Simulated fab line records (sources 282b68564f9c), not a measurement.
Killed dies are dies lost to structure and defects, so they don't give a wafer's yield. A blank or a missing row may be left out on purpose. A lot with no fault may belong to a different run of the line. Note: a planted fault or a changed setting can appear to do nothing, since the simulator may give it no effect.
fab line records / flow rit-cmos
record: lots: 15 wafers: 45 last-day: 8
route steps=202 shown NRETRO@54 M1@202
lots that met no fault: taken from a fault-free run of the same line
start-h: hours from the record's opening day to when the first of the lot's shown wafers began / wait-h: hours elapsed since this lot's preceding step / " identical to the entry in the row above / L1.1+2: several wafers, shown together as one row / - value missing, or start not given / * or withheld: withheld / < > ~ a bound
route shown NAME@n: a module of which the file shows steps, and the number in the route of the first / usual: mean and standard deviation over wafers with no fault / same: alike in all rows / chamber/n: place in a boat / sites: per-site readings / _std_site: their standard deviation / _edge_site: inner sites' mean taken away from outer sites' mean / radius-mm: for every site, how far away it sits from the centre of the wafer / mask NAME#n: copy n / behind: the last tool/chamber to shape the wafer / hold: reason for holding the lot/hours on hold/outcome of the hold / device: the n, p or np transistor that did not switch / end of line: the tests these same wafers got at the end of their route / step lacking rows: just its recipe / killed: count of dies lost to structure and defects at first sort (not the wafer's yield) / map: a wafer's dies, marking killed ones x, the rest . and places with no die _
set.NAME: the setting as run; set.NAME@STEP: as run at that earlier step / model.NAME: the simulator's own value behind a step, which no gauge read
route steps across a sampled set of lots; one table per step, one row per wafer
== steps ==
step: RIT_NRETRO_COAT_01
recipe: resist: NOVOLAK spin-rpm: 2000 resist-thk-nm: 1300
usual: spin-speed-rpm: 1999.9/1.7
lot.wafer=L212.1 tool=litho-track-04 chamber=0 start-h=32.38 wait-h=0.1 spin-speed-rpm=1998.9
lot.wafer=L212.5 tool=litho-track-04 chamber=0 start-h=32.38 wait-h=0.1 spin-speed-rpm=2001.5
lot.wafer=L212.6 tool=litho-track-04 chamber=0 start-h=32.38 wait-h=0.1 spin-speed-rpm=2002.6
lot.wafer=L213.4 tool=litho-track-02 chamber=0 start-h=37.83 wait-h=0.1 spin-speed-rpm=1999.7
lot.wafer=L213.5 tool=litho-track-02 chamber=0 start-h=37.83 wait-h=0.1 spin-speed-rpm=1999.8
lot.wafer=L213.6 tool=litho-track-02 chamber=0 start-h=37.83 wait-h=0.1 spin-speed-rpm=1999.5
lot.wafer=L215.1 tool=litho-track-02 chamber=0 start-h=47.54 wait-h=0.1 spin-speed-rpm=2001.9
lot.wafer=L215.2 tool=litho-track-02 chamber=0 start-h=47.54 wait-h=0.1 spin-speed-rpm=1999.7
lot.wafer=L215.5 tool=litho-track-02 chamber=0 start-h=47.54 wait-h=0.1 spin-speed-rpm=2000.5
lot.wafer=L219.1 tool=litho-track-02 chamber=0 start-h=74.13 wait-h=0.1 spin-speed-rpm=1847.3
lot.wafer=L219.3 tool=litho-track-02 chamber=0 start-h=74.13 wait-h=0.1 spin-speed-rpm=1848.2
lot.wafer=L219.4 tool=litho-track-02 chamber=0 start-h=74.13 wait-h=0.1 spin-speed-rpm=1846.9
lot.wafer=L220.2 tool=litho-track-02 chamber=0 start-h=76.98 wait-h=0.1 spin-speed-rpm=1849.4
lot.wafer=L220.3 tool=litho-track-02 chamber=0 start-h=76.98 wait-h=0.1 spin-speed-rpm=1850.7
lot.wafer=L220.6 tool=litho-track-02 chamber=0 start-h=76.98 wait-h=0.1 spin-speed-rpm=1855.3
lot.wafer=L221.2 tool=litho-track-04 chamber=0 start-h=82.31 wait-h=0.1 spin-speed-rpm=1999.1
lot.wafer=L221.4 tool=litho-track-04 chamber=0 start-h=82.31 wait-h=0.1 spin-speed-rpm=2000.2
lot.wafer=L221.5 tool=litho-track-04 chamber=0 start-h=82.31 wait-h=0.1 spin-speed-rpm=2001.4
lot.wafer=L222.3 tool=litho-track-02 chamber=0 start-h=86.60 wait-h=0.1 spin-speed-rpm=1848.5
lot.wafer=L222.4 tool=litho-track-02 chamber=0 start-h=86.60 wait-h=0.1 spin-speed-rpm=1848.1
lot.wafer=L222.5 tool=litho-track-02 chamber=0 start-h=86.60 wait-h=0.1 spin-speed-rpm=1847.4
lot.wafer=L225.2 tool=litho-track-04 chamber=0 start-h=100.30 wait-h=0.1 spin-speed-rpm=1997.6
lot.wafer=L225.3 tool=litho-track-04 chamber=0 start-h=100.30 wait-h=0.1 spin-speed-rpm=2001.1
lot.wafer=L225.4 tool=litho-track-04 chamber=0 start-h=100.30 wait-h=0.1 spin-speed-rpm=2000.4
lot.wafer=L226.1 tool=litho-track-01 chamber=0 start-h=103.08 wait-h=0.1 spin-speed-rpm=2003.7
lot.wafer=L226.4 tool=litho-track-01 chamber=0 start-h=103.08 wait-h=0.1 spin-speed-rpm=2000.1
lot.wafer=L226.6 tool=litho-track-01 chamber=0 start-h=103.08 wait-h=0.1 spin-speed-rpm=1998.9
lot.wafer=L227.4 tool=litho-track-01 chamber=0 start-h=108.24 wait-h=0.1 spin-speed-rpm=1998.3
lot.wafer=L227.5 tool=litho-track-01 chamber=0 start-h=108.24 wait-h=0.1 spin-speed-rpm=2002.3
lot.wafer=L227.6 tool=litho-track-01 chamber=0 start-h=108.24 wait-h=0.1 spin-speed-rpm=1995.1
lot.wafer=L228.1 tool=litho-track-04 chamber=0 start-h=114.25 wait-h=0.1 spin-speed-rpm=2000.8
lot.wafer=L228.2 tool=litho-track-04 chamber=0 start-h=114.25 wait-h=0.1 spin-speed-rpm=2000.3
lot.wafer=L228.4 tool=litho-track-04 chamber=0 start-h=114.25 wait-h=0.1 spin-speed-rpm=1999.8
lot.wafer=L230.1 tool=litho-track-01 chamber=0 start-h=120.94 wait-h=0.1 spin-speed-rpm=2000.6
lot.wafer=L230.2 tool=litho-track-01 chamber=0 start-h=120.94 wait-h=0.1 spin-speed-rpm=1997.8
lot.wafer=L230.6 tool=litho-track-01 chamber=0 start-h=120.94 wait-h=0.1 spin-speed-rpm=1999.2
lot.wafer=L231.1 tool=litho-track-04 chamber=0 start-h=126.46 wait-h=0.1 spin-speed-rpm=1997.4
lot.wafer=L231.2 tool=litho-track-04 chamber=0 start-h=126.46 wait-h=0.1 spin-speed-rpm=1999.2
lot.wafer=L231.3 tool=litho-track-04 chamber=0 start-h=126.46 wait-h=0.1 spin-speed-rpm=2002.1
lot.wafer=L233.3 tool=litho-track-01 chamber=0 start-h=137.18 wait-h=0.1 spin-speed-rpm=2000.4
lot.wafer=L233.5 tool=litho-track-01 chamber=0 start-h=137.18 wait-h=0.1 spin-speed-rpm=2002.1
lot.wafer=L233.6 tool=litho-track-01 chamber=0 start-h=137.18 wait-h=0.1 spin-speed-rpm=1998.6
lot.wafer=L234.1 tool=litho-track-04 chamber=0 start-h=142.53 wait-h=0.1 spin-speed-rpm=2002.7
lot.wafer=L234.2 tool=litho-track-04 chamber=0 start-h=142.53 wait-h=0.1 spin-speed-rpm=2001.2
lot.wafer=L234.4 tool=litho-track-04 chamber=0 start-h=142.53 wait-h=0.1 spin-speed-rpm=2000.2
step: RIT_M1_PROBE_99
usual: killed_at_M0_to_M3: 0.0/0.12 killed-at-contacts: 0.0/0.16 killed-at-front-end: 7.5/2.8 killed-dies: 7.6/2.9 killed-open: 3.7/2 killed-short: 3.8/2
same: gross-dies: 264 killed_at_M4_up: 0 killed-at-back-side: 0 killed-at-other: 0
lot.wafer=L220.2 tool=prober-01 chamber=- start-h=109.34 wait-h=0.1 killed_at_M0_to_M3=0 killed-at-contacts=0 killed-at-front-end=6 killed-dies=6 killed-open=3 killed-short=3
lot.wafer=L220.3 tool=prober-01 chamber=- start-h=109.39 wait-h=0.2 killed_at_M0_to_M3=0 killed-at-contacts=0 killed-at-front-end=8 killed-dies=8 killed-open=3 killed-short=5
lot.wafer=L220.6 tool=prober-01 chamber=- start-h=109.54 wait-h=0.2 killed_at_M0_to_M3=0 killed-at-contacts=0 killed-at-front-end=3 killed-dies=3 killed-open=2 killed-short=1
lot.wafer=L226.1 tool=prober-01 chamber=- start-h=132.58 wait-h=0.1 killed_at_M0_to_M3=0 killed-at-contacts=0 killed-at-front-end=9 killed-dies=9 killed-open=5 killed-short=4
lot.wafer=L226.4 tool=prober-01 chamber=- start-h=132.73 wait-h=0.2 killed_at_M0_to_M3=0 killed-at-contacts=0 killed-at-front-end=8 killed-dies=8 killed-open=4 killed-short=4
lot.wafer=L226.6 tool=prober-01 chamber=- start-h=132.83 wait-h=0.2 killed_at_M0_to_M3=0 killed-at-contacts=0 killed-at-front-end=11 killed-dies=11 killed-open=8 killed-short=3
lot.wafer=L225.2 tool=prober-02 chamber=- start-h=134.13 wait-h=0.1 killed_at_M0_to_M3=0 killed-at-contacts=0 killed-at-front-end=10 killed-dies=10 killed-open=4 killed-short=6
lot.wafer=L225.3 tool=prober-02 chamber=- start-h=134.18 wait-h=0.2 killed_at_M0_to_M3=0 killed-at-contacts=0 killed-at-front-end=11 killed-dies=11 killed-open=4 killed-short=7
lot.wafer=L225.4 tool=prober-02 chamber=- start-h=134.23 wait-h=0.2 killed_at_M0_to_M3=0 killed-at-contacts=0 killed-at-front-end=8 killed-dies=8 killed-open=5 killed-short=3
killed by level:class
L220.2 FOX1:geometric-particle:open=1 FOX2:geometric-particle:open=1 FOX2:geometric-particle:short=1 GATE:geometric-particle:open=1 GATE:geometric-particle:short=1 REOX:geometric-particle:short=1
L220.3 FOX1:geometric-particle:short=2 GATE:geometric-particle:short=2 GATE:geometric-particle:open=2 REOX:geometric-particle:short=1 SPACER:geometric-particle:open=1
L220.6 FOX1:geometric-particle:open=1 FOX2:geometric-particle:short=1 GATE:geometric-particle:open=1
L226.1 GATE:geometric-particle:short=2 FOX1:geometric-particle:open=1 FOX2:geometric-particle:open=1 FOX2:geometric-particle:short=1 GATE:geometric-particle:open=1 REOX:geometric-particle:open=1 SPACER:geometric-particle:short=1 SILICIDE:geometric-particle:open=1
L226.4 GATE:geometric-particle:open=2 REOX:geometric-particle:open=2 FOX1:geometric-particle:short=1 GATE:geometric-particle:short=1 REOX:geometric-particle:short=1 SPACER:geometric-particle:short=1
L226.6 REOX:geometric-particle:open=4 SPACER:geometric-particle:open=3 REOX:geometric-particle:short=2 FOX1:geometric-particle:open=1 GATE:geometric-particle:short=1
L225.2 FOX2:geometric-particle:short=3 FOX2:geometric-particle:open=3 GATE:geometric-particle:short=2 FOX1:geometric-particle:short=1 REOX:geometric-particle:open=1
L225.3 GATE:geometric-particle:short=3 FOX2:geometric-particle:short=2 FOX2:geometric-particle:open=2 FOX1:geometric-particle:open=1 GATE:geometric-particle:open=1 SPACER:geometric-particle:short=1 SILICIDE:geometric-particle:short=1
L225.4 GATE:geometric-particle:short=3 GATE:geometric-particle:open=2 FOX1:geometric-particle:open=1 FOX2:geometric-particle:open=1 REOX:geometric-particle:open=1
== key ==
first-sign: step: RIT_NRETRO_COAT_01 reading: spin-speed-rpm direction: down sigmas: 89 usual: 1999.9 struck: 1849.1
effect none on later readings
met-at RIT_NRETRO_COAT_01
struck-lots L219,L220,L222
tester-left-out L219,L220,L222
onset-between 47.54 74.13
fault: kind: process-parameter-drift tool: litho-track-02 chamber: - onset-h: 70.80 steps: RIT_NRETRO_COAT_01 channel: spin-rpm offset: -151.11 shape: step end-h: 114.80 acts-in: these-recipes-only stated: 2000
tester-left-out: of these lots the tester's yield and bins aren't shown, on N5 and GAA mostly nor the transistor test; their killed dies are dies lost to structure and defects alone, not to doping, threshold or leakage, so they don't give the yield
